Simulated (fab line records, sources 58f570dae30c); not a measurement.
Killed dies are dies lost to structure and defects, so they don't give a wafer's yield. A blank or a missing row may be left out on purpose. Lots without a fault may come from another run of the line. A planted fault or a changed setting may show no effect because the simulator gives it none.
Chamber matching | flow berkeley_cmos170 | UCB170_SILICIDE_WET_ETCH_05 on wet_bench-01: 4 sister chambers
The step etches Ti in SPM, time 45 s. 4 wafers are shown with their chamber, then 11 later ones without.

WAFERS WITH THEIR CHAMBER
wafer  | chamber | bath_guard_temp_C (C)
L877.5 | 0       | 120.0
L882.6 | 1       | 120.9
L891.5 | 3       | 119.2
L892.1 | 2       | 120.5

WAFERS WITHOUT THEIR CHAMBER
wafer  | bath_guard_temp_C (C)
L892.4 | 120.6
L892.5 | 120.5
L893.1 | 119.0
L893.2 | 119.1
L893.4 | 119.0
L897.1 | 120.7
L897.4 | 120.3
L897.6 | 120.3
L896.2 | 120.3
L896.3 | 120.2
L896.5 | 120.3

WHICH CHAMBER EACH WENT THROUGH
wafer  | from the rows above     | in truth
L892.4 | can't be placed: 2 or 1 | 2
L892.5 | 2                       | 2
L893.1 | 3                       | 3
L893.2 | 3                       | 3
L893.4 | 3                       | 3
L897.1 | can't be placed: 1 or 2 | 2
L897.4 | can't be placed: 2 or 0 | 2
L897.6 | can't be placed: 2 or 0 | 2
L896.2 | can't be placed: 2 or 0 | 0
L896.3 | can't be placed: 0 or 2 | 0
L896.5 | can't be placed: 2 or 0 | 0
Placed correctly: 4 of 11. Can't be placed from these rows: 7 (the true chamber is among the candidates in 7). Placed wrongly: 0.
How it was worked out, from the rows above alone: a wafer's distance from a chamber is the root of the sum, over the readings, of the square of ((its reading less the chamber's mean) divided by the reading's scatter). The wafer belongs to the nearest chamber; if the next one is less than 2 further off, it can't be placed. A chamber's mean is the mean of its shown wafers. The scatter: with one shown wafer a chamber, the root of the mean of the squares of how far each hidden wafer lies from its nearest shown one.
